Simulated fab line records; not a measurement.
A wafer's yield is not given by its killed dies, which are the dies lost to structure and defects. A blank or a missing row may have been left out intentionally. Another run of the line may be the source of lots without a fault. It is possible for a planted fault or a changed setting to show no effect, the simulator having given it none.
A sampling plan put to the test || flow berkeley_cmos170 || one fab line, 16 faults that these records tell of, each judged on the records of the lots that it struck
Plan = the line's own looks (route steps where a gauge or an inspection reads the wafer without altering it). A look can be judged if struck wafers have a number there and the file gives its usual mean and standard deviation on fault-free wafers. Caught: a look later than the fault's first step finds the struck wafers' mean 4 or more of those standard deviations (sigma) from the usual mean. On the tool: here the same test is run on the tool's own readings at the fault's steps. A different recipe on the struck wafers counts as caught too, as does a record blank only for those wafers.

THE FAULTS, as the simulator had put them in
1. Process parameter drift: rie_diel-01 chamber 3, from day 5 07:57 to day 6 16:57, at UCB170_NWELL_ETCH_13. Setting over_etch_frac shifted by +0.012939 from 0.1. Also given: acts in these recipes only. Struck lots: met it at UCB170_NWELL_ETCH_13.
2. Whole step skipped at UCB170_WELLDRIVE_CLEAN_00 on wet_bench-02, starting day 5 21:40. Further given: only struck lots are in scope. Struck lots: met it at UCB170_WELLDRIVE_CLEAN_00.
3. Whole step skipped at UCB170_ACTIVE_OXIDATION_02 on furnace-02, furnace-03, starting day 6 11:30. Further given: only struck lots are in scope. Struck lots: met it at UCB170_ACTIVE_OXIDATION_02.
4. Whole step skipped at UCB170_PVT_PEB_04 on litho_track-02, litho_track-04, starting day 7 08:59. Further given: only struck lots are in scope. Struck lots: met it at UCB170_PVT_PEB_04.
5. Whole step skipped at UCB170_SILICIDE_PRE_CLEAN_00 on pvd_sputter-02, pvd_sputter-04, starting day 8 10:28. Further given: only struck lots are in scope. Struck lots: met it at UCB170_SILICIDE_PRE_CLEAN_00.
6. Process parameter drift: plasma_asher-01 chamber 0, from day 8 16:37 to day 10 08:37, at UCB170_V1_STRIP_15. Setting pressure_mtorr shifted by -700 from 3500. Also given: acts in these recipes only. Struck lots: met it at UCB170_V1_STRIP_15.
7. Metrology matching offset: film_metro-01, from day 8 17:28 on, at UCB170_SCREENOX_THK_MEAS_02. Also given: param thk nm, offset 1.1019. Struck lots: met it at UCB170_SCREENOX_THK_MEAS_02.
8. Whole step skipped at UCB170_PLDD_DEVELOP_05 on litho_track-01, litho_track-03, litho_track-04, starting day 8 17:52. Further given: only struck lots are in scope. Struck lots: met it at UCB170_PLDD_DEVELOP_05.
9. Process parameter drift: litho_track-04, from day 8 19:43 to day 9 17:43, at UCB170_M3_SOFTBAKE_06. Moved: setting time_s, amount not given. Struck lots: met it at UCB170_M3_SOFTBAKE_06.
10. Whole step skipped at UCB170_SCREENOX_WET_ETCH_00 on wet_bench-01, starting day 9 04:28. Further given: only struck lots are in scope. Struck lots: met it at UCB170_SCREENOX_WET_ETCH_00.
11. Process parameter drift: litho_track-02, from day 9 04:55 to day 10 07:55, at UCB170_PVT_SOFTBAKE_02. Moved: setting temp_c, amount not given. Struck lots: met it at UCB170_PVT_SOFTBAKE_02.
12. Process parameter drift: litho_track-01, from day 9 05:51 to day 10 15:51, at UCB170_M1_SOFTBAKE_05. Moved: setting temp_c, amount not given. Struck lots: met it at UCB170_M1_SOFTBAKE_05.
13. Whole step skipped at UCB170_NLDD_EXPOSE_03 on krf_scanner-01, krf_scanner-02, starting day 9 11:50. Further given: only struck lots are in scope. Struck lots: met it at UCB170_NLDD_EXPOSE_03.
14. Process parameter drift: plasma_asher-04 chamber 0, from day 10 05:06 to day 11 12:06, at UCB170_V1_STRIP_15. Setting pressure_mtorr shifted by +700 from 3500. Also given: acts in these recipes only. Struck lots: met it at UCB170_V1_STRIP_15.
15. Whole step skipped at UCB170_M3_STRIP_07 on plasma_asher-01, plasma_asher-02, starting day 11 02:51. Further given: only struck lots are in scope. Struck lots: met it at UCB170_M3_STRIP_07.
16. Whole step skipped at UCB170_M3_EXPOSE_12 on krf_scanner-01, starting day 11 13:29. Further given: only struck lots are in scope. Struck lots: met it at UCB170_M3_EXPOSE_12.

WHAT THE PLAN SAW
{"fault": 1, "on the tool itself": "only faintly: chamber_pressure_mTorr +2.2 sigma", "first look that catches it": "no look after it can be judged", "reading, sigma": "-", "median hours from its first step to that look": "-", "hours from the fault's start to the first struck lot there": "-", "judged looks passed uncaught": 0}
{"fault": 2, "on the tool itself": "the tool's record is blank for the struck wafers", "first look that catches it": "no look after it can be judged", "reading, sigma": "-", "median hours from its first step to that look": "-", "hours from the fault's start to the first struck lot there": "-", "judged looks passed uncaught": 0}
{"fault": 3, "on the tool itself": "the tool's record is blank for the struck wafers", "first look that catches it": "no look after it can be judged", "reading, sigma": "-", "median hours from its first step to that look": "-", "hours from the fault's start to the first struck lot there": "-", "judged looks passed uncaught": 0}
{"fault": 4, "on the tool itself": "the tool's record is blank for the struck wafers", "first look that catches it": "no look after it can be judged", "reading, sigma": "-", "median hours from its first step to that look": "-", "hours from the fault's start to the first struck lot there": "-", "judged looks passed uncaught": 0}
{"fault": 5, "on the tool itself": "the tool's record is blank for the struck wafers", "first look that catches it": "no look after it can be judged", "reading, sigma": "-", "median hours from its first step to that look": "-", "hours from the fault's start to the first struck lot there": "-", "judged looks passed uncaught": 0}
{"fault": 6, "on the tool itself": "chamber_pressure_mTorr -99 or beyond sigma", "first look that catches it": "no look after it can be judged", "reading, sigma": "-", "median hours from its first step to that look": "-", "hours from the fault's start to the first struck lot there": "-", "judged looks passed uncaught": 0}
{"fault": 7, "on the tool itself": "SCREENOX_OXIDE_THK +4.0 sigma", "first look that catches it": "no look after it can be judged", "reading, sigma": "-", "median hours from its first step to that look": "-", "hours from the fault's start to the first struck lot there": "-", "judged looks passed uncaught": 0}
{"fault": 8, "on the tool itself": "the tool's record is blank for the struck wafers", "first look that catches it": "not the one look that can be judged after it", "reading, sigma": "-", "median hours from its first step to that look": "-", "hours from the fault's start to the first struck lot there": "-", "judged looks passed uncaught": 1}
{"fault": 9, "on the tool itself": "heater_power_total_W +75 sigma", "first look that catches it": "not the one look that can be judged after it", "reading, sigma": "-", "median hours from its first step to that look": "-", "hours from the fault's start to the first struck lot there": "-", "judged looks passed uncaught": 1}
{"fault": 10, "on the tool itself": "the tool's record is blank for the struck wafers", "first look that catches it": "no look after it can be judged", "reading, sigma": "-", "median hours from its first step to that look": "-", "hours from the fault's start to the first struck lot there": "-", "judged looks passed uncaught": 0}
{"fault": 11, "on the tool itself": "heater_power_total_W +32 sigma", "first look that catches it": "not the one look that can be judged after it", "reading, sigma": "-", "median hours from its first step to that look": "-", "hours from the fault's start to the first struck lot there": "-", "judged looks passed uncaught": 1}
{"fault": 12, "on the tool itself": "heater_power_total_W -66 sigma", "first look that catches it": "UCB170_M1_CD_MEAS_09", "reading, sigma": "cd_nm +8.8", "median hours from its first step to that look": 1.0, "hours from the fault's start to the first struck lot there": 13, "judged looks passed uncaught": 0}
{"fault": 13, "on the tool itself": "no reading that can be judged", "first look that catches it": "no look after it can be judged", "reading, sigma": "-", "median hours from its first step to that look": "-", "hours from the fault's start to the first struck lot there": "-", "judged looks passed uncaught": 0}
{"fault": 14, "on the tool itself": "chamber_pressure_mTorr +99 or beyond sigma", "first look that catches it": "no look after it can be judged", "reading, sigma": "-", "median hours from its first step to that look": "-", "hours from the fault's start to the first struck lot there": "-", "judged looks passed uncaught": 0}
{"fault": 15, "on the tool itself": "the tool's record is blank for the struck wafers", "first look that catches it": "no look after it can be judged", "reading, sigma": "-", "median hours from its first step to that look": "-", "hours from the fault's start to the first struck lot there": "-", "judged looks passed uncaught": 0}
{"fault": 16, "on the tool itself": "no reading that can be judged", "first look that catches it": "no look after it can be judged", "reading, sigma": "-", "median hours from its first step to that look": "-", "hours from the fault's start to the first struck lot there": "-", "judged looks passed uncaught": 0}
A dash: the fault isn't caught, or these records don't give the number.

Caught at a look: 1 of 16. Caught on the tool: 13 of 16. By one or the other: 13 of 16.
Faults caught by the tool alone: 2, 3, 4, 5, 6, 7, 8, 9, 10, 11, 14, 15.
Caught by neither: faults 1, 13, 16.

THINNER SAMPLING
Were the look that catches a fault to measure just every second or every third lot (counted by lot number), the first struck lot would, at worst, be measured this late:
{"fault": 12, "struck lots at that look, in order of time": "L540, L542", "every lot": "13 h", "every second lot": "may miss all 2", "every third lot": "may miss all 2"}
Hours are from the fault's start to the first struck lot that is measured. Since the struck wafers were tested as one group against 4 sigma, a single lot by itself may lie under the limit. Other struck lots may not be in these records.

THE LONGEST TIMED WAY FROM STEP TO LOOK
Fault 12: median gap of 1.0 hours between UCB170_M1_SOFTBAKE_05 and UCB170_M1_CD_MEAS_09. No look between them can be judged.
